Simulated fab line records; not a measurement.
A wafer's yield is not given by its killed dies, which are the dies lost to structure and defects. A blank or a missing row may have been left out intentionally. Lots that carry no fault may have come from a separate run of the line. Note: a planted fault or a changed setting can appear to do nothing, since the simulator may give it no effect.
Which tool is to blame? ; flow rit-cmos ; 14 lots with 42 wafers sampled at 4 steps, on a route of 202 steps

== WHAT EACH GAUGE READ, for each wafer ==
RIT_NLDD_OVL_MEAS_06.
lot;measured;on;NLDD_OVL (nm)
L357;day 3 06:41;overlay-01;-1.8 -0.6 -1.6
L358;day 3 09:15;overlay-02;-2.5 -2.2 -3.3
L359;day 3 14:18;overlay-01;-0.4 0.1 -1.6
L361;day 3 23:44;overlay-02;-2.3 -0.2 -1.9
L362;day 4 03:39;overlay-02;1.2 -0.3 0.1
L366;day 4 23:49;overlay-02;- - -
L367;day 5 04:25;overlay-01;- - -
L368;day 5 11:46;overlay-01;-3.0 -4.0 -1.2
L369;day 5 15:13;overlay-02;-1.7 -1.6 -2.4
L371;day 6 01:38;overlay-02;-0.9 -1.3 1.5
L372;day 6 07:54;overlay-02;-0.5 -1.7 -2.7
L374;day 6 17:37;overlay-02;1.1 -0.6 0.5
L376;day 7 02:34;overlay-02;-0.9 -0.8 -2.6
L377;day 7 13:01;overlay-02;-1.0 -0.3 1.0

RIT_PLDD_TW_MEAS_10.
lot;measured;on;PLDD_TW
L357;day 3 08:45;film-metro-01;2292 2301 2296
L358;day 3 11:11;film-metro-01;2300 2308 2315
L359;day 3 16:22;film-metro-02;2359 2360 2362
L361;day 4 01:47;film-metro-01;2300 2293 2308
L362;day 4 05:43;film-metro-01;2305 2302 2305
L366;day 5 01:58;film-metro-01;2840 2829 2817
L367;day 5 06:25;film-metro-03;2856 2864 2865
L368;day 5 13:42;film-metro-02;2366 2359 2366
L369;day 5 17:16;film-metro-03;2353 2359 2354
L371;day 6 03:42;film-metro-01;2309 2299 2304
L372;day 6 09:50;film-metro-01;2314 2317 2307
L374;day 6 19:40;film-metro-01;2311 2307 2318
L376;day 7 04:29;film-metro-03;2365 2361 2380
L377;day 7 14:59;film-metro-02;2373 2357 2376

RIT_NSD_TW_MEAS_10.
lot;measured;on;NSD_TW
L357;day 3 12:55;film-metro-01;3064 3072 3053
L358;day 3 16:54;film-metro-03;3141 3155 3142
L359;day 3 20:25;film-metro-01;3084 3057 3059
L361;day 4 05:54;film-metro-03;3118 3137 3134
L362;day 4 09:38;film-metro-01;3047 3062 3054
L366;day 5 06:11;film-metro-02;3368 3349 3357
L367;day 5 10:26;film-metro-03;3331 3319 3323
L368;day 5 17:47;film-metro-02;3152 3138 3148
L369;day 5 21:18;film-metro-02;3154 3147 3150
L371;day 6 07:37;film-metro-01;3073 3075 3075
L372;day 6 13:47;film-metro-01;3062 3073 3066
L374;day 6 23:45;film-metro-01;3064 3051 3056
L376;day 7 08:37;film-metro-02;3157 3145 3150
L377;day 7 19:10;film-metro-03;3139 3157 3144

== TOOL THAT RAN EACH LOT (tool first, then ch and the chambers of the sampled wafers, then the start) ==
lot;RIT_NLDD_COAT_01
L357;litho-track-02 ch 0, day 3 05:50
L358;litho-track-04 ch 0, day 3 08:29
L359;litho-track-01 ch 0, day 3 13:26
L361;litho-track-02 ch 0, day 3 22:51
L362;litho-track-01 ch 0, day 4 02:52
L366;litho-track-01, day 4 23:08
L367;litho-track-02, day 5 03:43
L368;litho-track-01 ch 0, day 5 10:58
L369;litho-track-01 ch 0, day 5 14:19
L371;litho-track-01 ch 0, day 6 00:53
L372;litho-track-02 ch 0, day 6 07:04
L374;litho-track-01 ch 0, day 6 16:47
L376;litho-track-04 ch 0, day 7 01:44
L377;litho-track-04 ch 0, day 7 12:13
- RIT_NLDD_COAT_01: resist thk 1000 nm.

== AS READ BY THE TOOLS THEMSELVES (means over the sampled wafers that have a number; for cases with no such wafer, the mark the record gives instead) ==
RIT_NLDD_COAT_01.
lot;tool;chill-plate-temp-C (C);dispense-pressure-kPa (kPa)
L357;litho-track-02;22.92;47.2
L358;litho-track-04;22.95;46.0
L359;litho-track-01;22.88;45.8
L361;litho-track-02;22.97;47.2
L362;litho-track-01;22.89;45.8
L366;litho-track-01;-;-
L367;litho-track-02;-;-
L368;litho-track-01;22.97;45.8
L369;litho-track-01;22.89;45.8
L371;litho-track-01;23.02;45.8
L372;litho-track-02;23.09;47.2
L374;litho-track-01;23.05;45.8
L376;litho-track-04;23.12;46.0
L377;litho-track-04;22.98;46.0

== THE ANSWER, worked out from the rows above alone ==
Rule: usual is defined by the lots themselves. Put in order of their means at a reading, lots are off if they are a third of the lots or fewer, leave a main group of 4 or more, and stand apart from it by a gap of 3 or more times the standard deviation of the main group's means; of several such gaps the widest counts. If all means in a main group match to the digits the tables above print for the reading, that group is not used. A lot without any number at a reading at which 4 lots or more have one is off too. Where the step has rows for the other lots, those lots are counted as sound. First the gauges in route order, then the tools' own readings, where a lot's mean is used as printed above. At the first step where some lot is off, the reading lying furthest off is the one used; lots without a number count as furthest.
Off: L366, L367, seen at RIT_NLDD_OVL_MEAS_06 (NLDD_OVL). Without a number there: L366, L367. Mean -1.1 nm and standard deviation 1 in the main group.
A tool fits if, at a process step before that reading, it ran every lot that is off, and no sound lot after the first of them. The gauges at RIT_NLDD_OVL_MEAS_06 aren't tried: what is off there is off at RIT_PLDD_TW_MEAS_10 too, on other tools, and a gauge's error can't cause that. None of those tried fits.

== WHAT THE SIMULATOR HAD INSERTED ==
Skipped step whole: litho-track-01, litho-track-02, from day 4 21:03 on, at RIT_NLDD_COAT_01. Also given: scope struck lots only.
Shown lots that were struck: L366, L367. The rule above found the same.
